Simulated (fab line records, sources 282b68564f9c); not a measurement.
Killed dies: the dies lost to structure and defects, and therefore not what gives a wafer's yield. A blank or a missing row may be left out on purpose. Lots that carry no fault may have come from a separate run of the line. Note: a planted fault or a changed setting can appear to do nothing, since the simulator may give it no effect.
fab line records	flow ritCmos
[record] lots = 14	wafers = 42	lastDay = 7
route steps=202 shown ACTIVE@16 FOX2@23 NWELL@34 NSD@137 M1@202
lots that met no fault: from a run of the same line without faults
startH: hours from the record's first day to the start of the lot's first wafer shown	waitH: hours elapsed since this lot's preceding step	" same as the row above	L1.1+2: a single row standing in for several wafers	- either no value or no given start	* or withheld: withheld	< > ~ a bound
route shown NAME@n: NAME is a module with steps in the file, n the number in the route of the first one	usual: the fault-free wafers' mean and standard deviation	same: alike in all rows	chamber/n: place in a boat	sites: per-site readings	_std_site: the values' standard deviation	_edge_site: mean of outer sites minus mean of inner sites	radiusMm: for every site, how far away it sits from the centre of the wafer	mask NAME#n: copy n	behind: the most recent tool/chamber to have shaped the wafer	hold: what put the lot on hold/how long, in hours/how the hold closed	device: which transistor (n, p or np) failed to switch	end of line: at the end of the route, the tests of the same wafers	where a step has no rows: the recipe by itself	killed: dies that structure and defects cost at the first sort, which is not the same as the wafer's yield	map: a wafer's dies, marking killed ones x, the rest . and places with no die _
set.NAME: the run value of the setting; set.NAME@STEP: its run value at that earlier step	model.NAME: the simulator's own value behind a step, which no gauge read
the route's steps for a sample of lots (tables are steps, rows are wafers)
services: a tool's chamber out of use, with start hour (startH, from the record's first day; less than 0 if before it), hours out, and reason
[[steps]]
[step RIT_ACTIVE_CD_MEAS_90]
[recipe] targetCdNm = 1400
[usual] cdNm = 1399.4/2.5
lot.wafer	tool	chamber	startH	waitH	cdNm
L573.1	cdSem-01	-	20.14	0.1	1400.4
L573.2	"	-	"	"	1398.1
L573.6	"	-	"	"	1396.2
L575.1	cdSem-02	-	30.02	0.1	1398.9
L575.4	"	-	"	"	1400.2
L575.6	"	-	"	"	1400.8
L576.1	cdSem-01	-	36.25	0.1	1401.4
L576.3	"	-	"	"	1404.0
L576.4	"	-	"	"	1403.2
L577.1	cdSem-01	-	41.54	0.1	1395.4
L577.3	"	-	"	"	1396.9
L577.5	"	-	"	"	1398.5
L578.1	cdSem-01	-	45.42	0.1	1397.6
L578.3	"	-	"	"	1397.7
L578.6	"	-	"	"	1399.6
L579.1	cdSem-02	-	51.18	0.1	1400.5
L579.2	"	-	"	"	1400.5
L579.3	"	-	"	"	1398.4
L580.2	cdSem-02	-	55.75	0.1	1400.3
L580.5	"	-	"	"	1400.9
L580.6	"	-	"	"	1398.1
L581.1	cdSem-01	-	62.05	0.1	1398.6
L581.3	"	-	"	"	1399.1
L581.4	"	-	"	"	1399.3
L583.2	cdSem-01	-	70.16	0.1	1399.7
L583.3	"	-	"	"	1400.1
L583.6	"	-	"	"	1399.5
L584.1	cdSem-01	-	75.02	0.1	1399.8
L584.3	"	-	"	"	1401.2
L584.4	"	-	"	"	1398.4
L586.2	cdSem-02	-	85.60	0.1	1396.5
L586.3	"	-	"	"	1398.0
L586.6	"	-	"	"	1396.8
L589.4	cdSem-02	-	100.77	0.1	1396.5
L589.5	"	-	"	"	1397.0
L589.6	"	-	"	"	1397.0
L591.1	cdSem-02	-	110.30	0.1	1397.5
L591.2	"	-	"	"	1397.4
L591.4	"	-	"	"	1397.5
L593.3	cdSem-02	-	120.27	0.2	1396.8
L593.4	"	-	"	"	1397.5
L593.6	"	-	"	"	1397.6
[step RIT_FOX2_OXIDATION_00]
[recipe] tempC = 1100	ambient = H2O	targetThkA = 3507	pH2oTorr = 720	oxTimeS = 1130
[usual] spikeTcCentreC = 1101.8/0.98	spikeTcLoadC = 1126/3.1	spikeTcSourceC = 1125/3.4	tubeCenterTempC = 1100/0.09	tube_center_temp_C_max = 1102.9/0.47	zonePowerLoadPct = 45.4/1.8
lot.wafer	tool	chamber	startH	waitH	spikeTcCentreC	spikeTcLoadC	spikeTcSourceC	tubeCenterTempC	tube_center_temp_C_max	zonePowerLoadPct
L573.1	furnace-03	0	22.67	0.0	1101.9	1129	1127	1099.9	1102.1	44.3
L573.2	"	0	"	"	1101.2	1130	1128	1099.9	1102.7	44.4
L573.6	"	0	"	"	1103.1	1130	1128	1100	1102.7	43.8
L575.1	furnace-03	0	34.96	0.3	1100.7	1127	1128	1099.9	1102.3	43.3
L575.4	"	0	"	"	1101.0	1130	1128	1100	1103.1	43.3
L575.6	"	0	"	"	1101.7	1128	1127	1100	1102.5	43.0
L576.1	furnace-03	0	38.49	0.0	1101.4	1127	1129	1099.9	1102.5	44.9
L576.3	"	0	"	"	1101.2	1128	1130	1100.1	1102.8	43.9
L576.4	"	0	"	"	1101.0	1128	1129	1100	1103.6	43.3
L577.1	furnace-03	0	44.92	0.0	1101.6	1130	1128	1099.9	1102.3	44.1
L577.3	"	0	"	"	1100.9	1128	1128	1100.2	1102.9	43.6
L577.5	"	0	"	"	1101.7	1129	1128	1100	1103.1	44.6
L578.1	furnace-01	0	49.06	0.1	1103.0	1122	1122	1100	1102.2	47.9
L578.3	"	0	"	"	1101.5	1121	1121	1100	1102.7	48.0
L578.6	"	0	"	"	1102.1	1122	1121	1100.1	1103.9	48.1
L579.1	furnace-01	0	55.58	2.0	1104.0	1121	1120	1100	1101.9	48.0
L579.2	"	0	"	"	1102.9	1119	1120	1100.1	1102.7	46.8
L579.3	"	0	"	"	1101.2	1119	1121	1100.2	1103.0	48.2
L580.2	furnace-03	0	62.08	1.5	1100.3	1129	1128	1100	1102.4	42.6
L580.5	"	0	"	"	1100.9	1128	1128	1099.9	1102.4	43.9
L580.6	"	0	"	"	1101.4	1128	1128	1100.1	1102.7	43.4
L581.1	furnace-01	0	65.14	0.0	1101.9	1122	1121	1100	1102.7	47.2
L581.3	"	0	"	"	1101.4	1123	1121	1100.2	1103.9	47.4
L581.4	"	0	"	"	1101.5	1122	1122	1100.1	1102.5	47.2
L583.2	furnace-03	0	76.11	2.6	1101.5	1128	1128	1100	1102.5	44.2
L583.3	"	0	"	"	1102.3	1128	1128	1100	1102.8	43.3
L583.6	"	0	"	"	1102.5	1128	1128	1099.9	1102.7	44.2
L584.1	furnace-04	0	79.94	0.0	1103.4	1129	1124	1100	1103.1	47.0
L584.3	"	0	"	"	1104.3	1129	1122	1100	1103.5	46.9
L584.4	"	0	"	"	1101.0	1128	1123	1100	1103.0	47.1
L586.2	furnace-03	0	89.96	0.5	1061.4	1088	1090	1060	1062.5	40.2
L586.3	"	0	"	"	1060.5	1085	1089	1060	1062.8	40.0
L586.6	"	0	"	"	1061.3	1085	1087	1060.1	1062.4	39.7
L589.4	furnace-03	0	104.08	0.1	1063.1	1088	1089	1060.1	1062.4	40.0
L589.5	"	0	"	"	1061.8	1088	1088	1060.1	1062.9	39.5
L589.6	"	0	"	"	1062.1	1084	1089	1059.9	1062.3	40.6
L591.1	furnace-04	0	113.50	0.0	1102.4	1126	1124	1100	1102.6	47.0
L591.2	"	0	"	"	1102.3	1128	1122	1100.1	1103.1	47.2
L591.4	"	0	"	"	1100.2	1127	1123	1100	1103.0	46.5
L593.3	furnace-01	0	123.23	0.1	1100.9	1122	1121	1100.1	1102.8	47.4
L593.4	"	0	"	"	1103.3	1121	1120	1100.1	1103.1	48.1
L593.6	"	0	"	"	1101.0	1123	1121	1100	1102.8	47.1
[step RIT_FOX2_THK_MEAS_01]
[recipe] reads = SiO2_of_FOX2_OXIDATION_00
[usual] FOX2_OXIDE_THK = 353/5.2
lot.wafer	tool	chamber	startH	waitH	FOX2_OXIDE_THK[nm]
L573.1	filmMetro-04	-	23.99	0.0	366
L573.2	"	-	"	"	364
L573.6	"	-	"	"	358
L575.1	filmMetro-02	-	36.27	0.0	350
L575.4	"	-	"	"	358
L575.6	"	-	"	"	354
L576.1	filmMetro-02	-	39.81	0.0	361
L576.3	"	-	"	"	358
L576.4	"	-	"	"	357
L577.1	filmMetro-03	-	46.24	0.0	350
L577.3	"	-	"	"	355
L577.5	"	-	"	"	351
L578.1	filmMetro-02	-	50.37	0.0	346
L578.3	"	-	"	"	348
L578.6	"	-	"	"	349
L579.1	filmMetro-03	-	56.90	0.0	354
L579.2	"	-	"	"	352
L579.3	"	-	"	"	354
L580.2	filmMetro-03	-	63.40	0.0	346
L580.5	"	-	"	"	341
L580.6	"	-	"	"	348
L581.1	filmMetro-04	-	66.46	0.0	348
L581.3	"	-	"	"	351
L581.4	"	-	"	"	354
L583.2	filmMetro-02	-	77.43	0.0	347
L583.3	"	-	"	"	351
L583.6	"	-	"	"	347
L584.1	filmMetro-03	-	81.25	0.0	343
L584.3	"	-	"	"	341
L584.4	"	-	"	"	341
L586.2	filmMetro-02	-	91.29	0.0	287
L586.3	"	-	"	"	287
L586.6	"	-	"	"	285
L589.4	filmMetro-04	-	105.43	0.0	279
L589.5	"	-	"	"	281
L589.6	"	-	"	"	286
L591.1	filmMetro-03	-	114.82	0.0	348
L591.2	"	-	"	"	349
L591.4	"	-	"	"	355
L593.3	filmMetro-03	-	124.57	0.0	356
L593.4	"	-	"	"	361
L593.6	"	-	"	"	355
[step RIT_FOX2_THK_MEAS_90]
[recipe] reads = SiO2_of_FOX2_OXIDATION_00
[usual] FIELD_OXIDE_LEFT_1_THK = 326/5.3
lot.wafer	tool	chamber	startH	waitH	FIELD_OXIDE_LEFT_1_THK[nm]
L573.1	filmMetro-04	-	24.87	0.0	339
L573.2	"	-	"	"	337
L573.6	"	-	"	"	330
L575.1	filmMetro-02	-	37.22	0.0	323
L575.4	"	-	"	"	330
L575.6	"	-	"	"	327
L576.1	filmMetro-02	-	40.69	0.0	334
L576.3	"	-	"	"	330
L576.4	"	-	"	"	330
L577.1	filmMetro-02	-	47.11	0.0	322
L577.3	"	-	"	"	328
L577.5	"	-	"	"	323
L578.1	filmMetro-04	-	51.25	0.0	319
L578.3	"	-	"	"	321
L578.6	"	-	"	"	321
L579.1	filmMetro-03	-	57.77	0.0	327
L579.2	"	-	"	"	324
L579.3	"	-	"	"	327
L580.2	filmMetro-03	-	64.28	0.0	319
L580.5	"	-	"	"	314
L580.6	"	-	"	"	320
L581.1	filmMetro-04	-	67.33	0.0	321
L581.3	"	-	"	"	324
L581.4	"	-	"	"	326
L583.2	filmMetro-03	-	78.38	0.0	321
L583.3	"	-	"	"	324
L583.6	"	-	"	"	320
L584.1	filmMetro-04	-	82.14	0.0	315
L584.3	"	-	"	"	313
L584.4	"	-	"	"	313
L586.2	filmMetro-02	-	92.17	0.0	259
L586.3	"	-	"	"	259
L586.6	"	-	"	"	257
L589.4	filmMetro-04	-	106.30	0.0	252
L589.5	"	-	"	"	254
L589.6	"	-	"	"	259
L591.1	filmMetro-04	-	115.76	0.0	320
L591.2	"	-	"	"	321
L591.4	"	-	"	"	327
L593.3	filmMetro-03	-	125.67	0.0	328
L593.4	"	-	"	"	334
L593.6	"	-	"	"	328
[step RIT_NWELL_OVL_MEAS_06]
[usual] NWELL_OVL = 0.5/1.4
lot.wafer	tool	chamber	startH	waitH	NWELL_OVL[nm]
L573.1	overlay-01	-	25.81	-	1.9
L573.2	"	-	"	"	1.8
L573.6	"	-	"	"	0.3
L575.1	overlay-02	-	38.16	-	0.7
L575.4	"	-	"	"	1.1
L575.6	"	-	"	"	1.0
L576.1	overlay-01	-	41.63	-	3.5
L576.3	"	-	"	"	1.0
L576.4	"	-	"	"	1.9
L577.1	overlay-01	-	48.28	-	0.1
L577.3	"	-	"	"	-0.9
L577.5	"	-	"	"	-2.6
L578.1	overlay-02	-	52.41	-	1.4
L578.3	"	-	"	"	1.3
L578.6	"	-	"	"	0.8
L579.1	overlay-01	-	58.84	-	0.7
L579.2	"	-	"	"	1.1
L579.3	"	-	"	"	1.4
L580.2	overlay-02	-	65.34	-	0.8
L580.5	"	-	"	"	1.2
L580.6	"	-	"	"	1.9
L581.1	overlay-01	-	68.40	-	-0.8
L581.3	"	-	"	"	-1.0
L581.4	"	-	"	"	-1.6
L583.2	overlay-02	-	79.44	-	1.0
L583.3	"	-	"	"	-1.1
L583.6	"	-	"	"	0.6
L584.1	overlay-01	-	83.24	-	0.5
L584.3	"	-	"	"	0.2
L584.4	"	-	"	"	-1.2
L586.2	overlay-01	-	93.23	-	0.9
L586.3	"	-	"	"	1.3
L586.6	"	-	"	"	1.4
L589.4	overlay-02	-	107.36	-	0.4
L589.5	"	-	"	"	-0.5
L589.6	"	-	"	"	1.4
L591.1	overlay-02	-	116.91	-	-1.3
L591.2	"	-	"	"	-0.2
L591.4	"	-	"	"	0.1
L593.3	overlay-01	-	126.62	-	-2.7
L593.4	"	-	"	"	-2.1
L593.6	"	-	"	"	-0.9
[step RIT_FOX2_THK_MEAS_91]
[recipe] reads = SiO2_of_FOX2_OXIDATION_00
[usual] FIELD_OXIDE_LEFT_2_THK = 258/5.6
lot.wafer	tool	chamber	startH	waitH	FIELD_OXIDE_LEFT_2_THK[nm]
L573.1	filmMetro-03	-	39.02	0.0	271
L573.2	"	-	"	"	269
L573.6	"	-	"	"	263
L575.1	filmMetro-03	-	51.55	0.0	255
L575.4	"	-	"	"	263
L575.6	"	-	"	"	259
L576.1	filmMetro-04	-	53.04	0.0	266
L576.3	"	-	"	"	263
L576.4	"	-	"	"	262
L577.1	filmMetro-04	-	59.34	0.0	254
L577.3	"	-	"	"	259
L577.5	"	-	"	"	255
L578.1	filmMetro-03	-	66.04	0.0	251
L578.3	"	-	"	"	253
L578.6	"	-	"	"	253
L579.1	filmMetro-02	-	72.70	0.0	259
L579.2	"	-	"	"	256
L579.3	"	-	"	"	259
L580.2	filmMetro-03	-	77.34	0.0	250
L580.5	"	-	"	"	246
L580.6	"	-	"	"	253
L581.1	filmMetro-03	-	82.37	0.0	253
L581.3	"	-	"	"	256
L581.4	"	-	"	"	258
L583.2	filmMetro-04	-	90.96	0.0	252
L583.3	"	-	"	"	256
L583.6	"	-	"	"	252
L584.1	filmMetro-04	-	96.53	0.0	246
L584.3	"	-	"	"	245
L584.4	"	-	"	"	245
L586.2	filmMetro-03	-	105.62	0.0	191
L586.3	"	-	"	"	191
L586.6	"	-	"	"	189
L589.4	filmMetro-04	-	119.43	0.0	186
L589.5	"	-	"	"	187
L589.6	"	-	"	"	193
L591.1	filmMetro-03	-	129.04	0.0	252
L591.2	"	-	"	"	253
L591.4	"	-	"	"	259
L593.3	filmMetro-03	-	138.83	0.0	260
L593.4	"	-	"	"	265
L593.6	"	-	"	"	259
[step RIT_NSD_OVL_MEAS_06]
[usual] NSD_OVL = 0.6/1.2
lot.wafer	tool	chamber	startH	waitH	NSD_OVL[nm]
L573.1	overlay-02	-	59.06	-	0.6
L573.2	"	-	"	"	0.5
L573.6	"	-	"	"	0.7
L575.1	overlay-02	-	68.65	-	2.2
L575.4	"	-	"	"	0.8
L575.6	"	-	"	"	2.3
L576.1	overlay-02	-	71.34	-	1.8
L576.3	"	-	"	"	-0.2
L576.4	"	-	"	"	-0.1
L577.1	overlay-01	-	76.58	-	0.8
L577.3	"	-	"	"	2.6
L577.5	"	-	"	"	3.1
L578.1	overlay-02	-	82.74	-	-0.8
L578.3	"	-	"	"	1.4
L578.6	"	-	"	"	0.9
L579.1	overlay-02	-	93.53	-	2.3
L579.2	"	-	"	"	0.4
L579.3	"	-	"	"	-0.3
L580.2	overlay-02	-	96.09	-	-0.6
L580.5	"	-	"	"	-2.1
L580.6	"	-	"	"	-1.2
L581.1	overlay-01	-	98.87	-	2.2
L581.3	"	-	"	"	0.2
L581.4	"	-	"	"	0.7
L583.2	overlay-02	-	109.28	-	1.3
L583.3	"	-	"	"	0.7
L583.6	"	-	"	"	1.5
L584.1	overlay-01	-	112.32	-	-0.6
L584.3	"	-	"	"	1.2
L584.4	"	-	"	"	3.4
L586.2	overlay-02	-	122.17	-	-1.2
L586.3	"	-	"	"	-1.9
L586.6	"	-	"	"	-2.1
L589.4	overlay-01	-	137.04	-	0.5
L589.5	"	-	"	"	1.6
L589.6	"	-	"	"	0.4
L591.1	overlay-01	-	147.82	-	0.4
L591.2	"	-	"	"	-0.9
L591.4	"	-	"	"	0.6
L593.3	overlay-01	-	155.81	-	-0.9
L593.4	"	-	"	"	1.5
L593.6	"	-	"	"	0.1
[step RIT_M1_PROBE_99]
[usual] killedAtContacts = 0.1/0.25	killedAtFrontEnd = 6.8/2.7	killedDies = 6.8/2.7	killedOpen = 3.4/1.8	killedShort = 3.5/1.7
[same] grossDies = 264	killed_at_M0_to_M3 = 0	killed_at_M4_up = 0	killedAtBackSide = 0	killedAtOther = 0
lot.wafer	tool	chamber	startH	waitH	killedAtContacts	killedAtFrontEnd	killedDies	killedOpen	killedShort
L577.1	prober-02	-	86.54	0.1	0	7	7	3	4
L577.3	prober-02	-	86.64	0.2	0	11	11	6	5
L577.5	prober-02	-	86.74	0.2	0	16	16	8	8
L579.1	prober-01	-	127.30	0.1	0	4	4	1	3
L579.2	prober-01	-	127.35	0.1	0	7	7	4	3
L579.3	prober-01	-	127.40	0.2	0	5	5	2	3
L584.1	prober-01	-	129.10	1.7	0	8	8	4	4
L584.3	prober-01	-	129.20	1.7	0	11	11	7	4
L584.4	prober-01	-	129.25	1.8	0	7	7	3	4
L586.2	prober-01	-	132.15	0.1	0	7	7	2	5
L586.3	prober-01	-	132.20	0.2	0	4	4	2	2
L586.6	prober-01	-	132.35	0.2	0	4	4	4	0
L591.1	prober-02	-	157.59	0.1	1	8	9	5	4
L591.2	prober-02	-	157.64	0.1	0	8	8	4	4
L591.4	prober-02	-	157.74	0.2	0	10	10	5	5
L593.3	prober-02	-	166.03	0.2	0	6	6	3	3
L593.4	prober-02	-	166.08	0.2	0	8	8	4	4
L593.6	prober-02	-	166.18	0.2	0	12	12	4	8
// killed by level:class
L577.1 GATE:geometricParticle:open=2 GATE:geometricParticle:short=2 SILICIDE:geometricParticle:short=2 REOX:geometricParticle:open=1
L577.3 GATE:geometricParticle:short=3 GATE:geometricParticle:open=2 FOX1:geometricParticle:open=1 FOX2:geometricParticle:open=1 REOX:geometricParticle:short=1 REOX:geometricParticle:open=1 SPACER:geometricParticle:open=1 SILICIDE:geometricParticle:short=1
L577.5 GATE:geometricParticle:open=6 GATE:geometricParticle:short=4 SILICIDE:geometricParticle:short=2 FOX2:geometricParticle:short=1 REOX:geometricParticle:open=1 REOX:geometricParticle:short=1 SILICIDE:geometricParticle:open=1
L579.1 GATE:geometricParticle:short=3 GATE:geometricParticle:open=1
L579.2 FOX1:geometricParticle:open=1 FOX2:geometricParticle:open=1 GATE:geometricParticle:open=1 GATE:geometricParticle:short=1 REOX:geometricParticle:short=1 REOX:geometricParticle:open=1 SILICIDE:geometricParticle:short=1
L579.3 GATE:geometricParticle:open=2 GATE:geometricParticle:short=1 REOX:geometricParticle:short=1 SPACER:geometricParticle:short=1
L584.1 GATE:geometricParticle:short=3 FOX2:geometricParticle:open=1 REOX:geometricParticle:short=1 REOX:geometricParticle:open=1 SPACER:geometricParticle:open=1 SILICIDE:geometricParticle:open=1
L584.3 GATE:geometricParticle:open=3 SPACER:geometricParticle:short=3 REOX:geometricParticle:open=2 SPACER:geometricParticle:open=2 REOX:geometricParticle:short=1
L584.4 FOX1:geometricParticle:short=2 FOX1:geometricParticle:open=1 SILICIDE:geometricParticle:short=1 GATE:geometricParticle:open=1 REOX:geometricParticle:open=1 SPACER:geometricParticle:short=1
L586.2 GATE:geometricParticle:short=2 REOX:geometricParticle:short=2 FOX2:geometricParticle:open=1 FOX2:geometricParticle:short=1 REOX:geometricParticle:open=1
L586.3 FOX2:geometricParticle:short=1 GATE:geometricParticle:short=1 GATE:geometricParticle:open=1 REOX:geometricParticle:open=1
L586.6 GATE:geometricParticle:open=3 SPACER:geometricParticle:open=1
L591.1 GATE:geometricParticle:open=3 FOX1:geometricParticle:open=1 FOX2:geometricParticle:open=1 GATE:geometricParticle:short=1 REOX:geometricParticle:short=1 SPACER:geometricParticle:short=1 CONTACT:geometricParticle:short=1
L591.2 SILICIDE:geometricParticle:short=3 SPACER:geometricParticle:open=2 GATE:geometricParticle:open=1 GATE:geometricParticle:short=1 REOX:geometricParticle:open=1
L591.4 GATE:geometricParticle:short=2 SPACER:geometricParticle:open=2 SPACER:geometricParticle:short=2 FOX2:geometricParticle:open=1 GATE:geometricParticle:open=1 REOX:geometricParticle:open=1 SILICIDE:geometricParticle:short=1
L593.3 GATE:geometricParticle:short=3 FOX2:geometricParticle:open=1 REOX:geometricParticle:open=1 SILICIDE:geometricParticle:open=1
L593.4 FOX2:geometricParticle:open=2 GATE:geometricParticle:open=2 REOX:geometricParticle:short=2 FOX2:geometricParticle:short=1 SILICIDE:geometricParticle:short=1
L593.6 GATE:geometricParticle:short=3 REOX:geometricParticle:short=2 SILICIDE:geometricParticle:open=2 SILICIDE:geometricParticle:short=2 FOX2:geometricParticle:short=1 GATE:geometricParticle:open=1 REOX:geometricParticle:open=1
[[services]]
tool	chamber	startH	hours	kind
furnace-03	-	29.08	3.2	pm
furnace-04	-	35.10	2.7	pm
furnace-01	-	70.08	5.2	pm
[[key]]
[firstSign] step = RIT_FOX2_OXIDATION_00	reading = tubeCenterTempC	direction = down	sigmas = 99+	usual = *	struck = *
[effect] step = RIT_FOX2_OXIDATION_00	reading = tube_center_temp_C_max	direction = down	sigmas = 85	usual = *	struck = *
[effect] step = RIT_FOX2_THK_MEAS_01	reading = FOX2_OXIDE_THK	direction = down	sigmas = 13	usual = 353	struck = 284
[effect] step = RIT_FOX2_THK_MEAS_90	reading = FIELD_OXIDE_LEFT_1_THK	direction = down	sigmas = 13	usual = 326	struck = 257
[effect] step = RIT_FOX2_THK_MEAS_91	reading = FIELD_OXIDE_LEFT_2_THK	direction = down	sigmas = 12	usual = 258	struck = 189
metAt RIT_FOX2_OXIDATION_00
struckLots L586,L589
testerLeftOut L586,L589
notActingAt RIT_ACTIVE_CD_MEAS_90,RIT_NWELL_OVL_MEAS_06,RIT_NSD_OVL_MEAS_06
onsetBetween 76.11 89.96
[fault] kind = processParameterDrift	tool = furnace-03	chamber = -	onsetH = 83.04	steps = RIT_FOX2_OXIDATION_00	channel = tempC	offset = *	shape = step	endH = 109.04	actsIn = *	stated = *
// testerLeftOut: of these lots the tester's yield and bins aren't shown, on N5 and GAA mostly nor the transistor test; their killed dies are dies lost to structure and defects alone, not to doping, threshold or leakage, so they don't give the yield
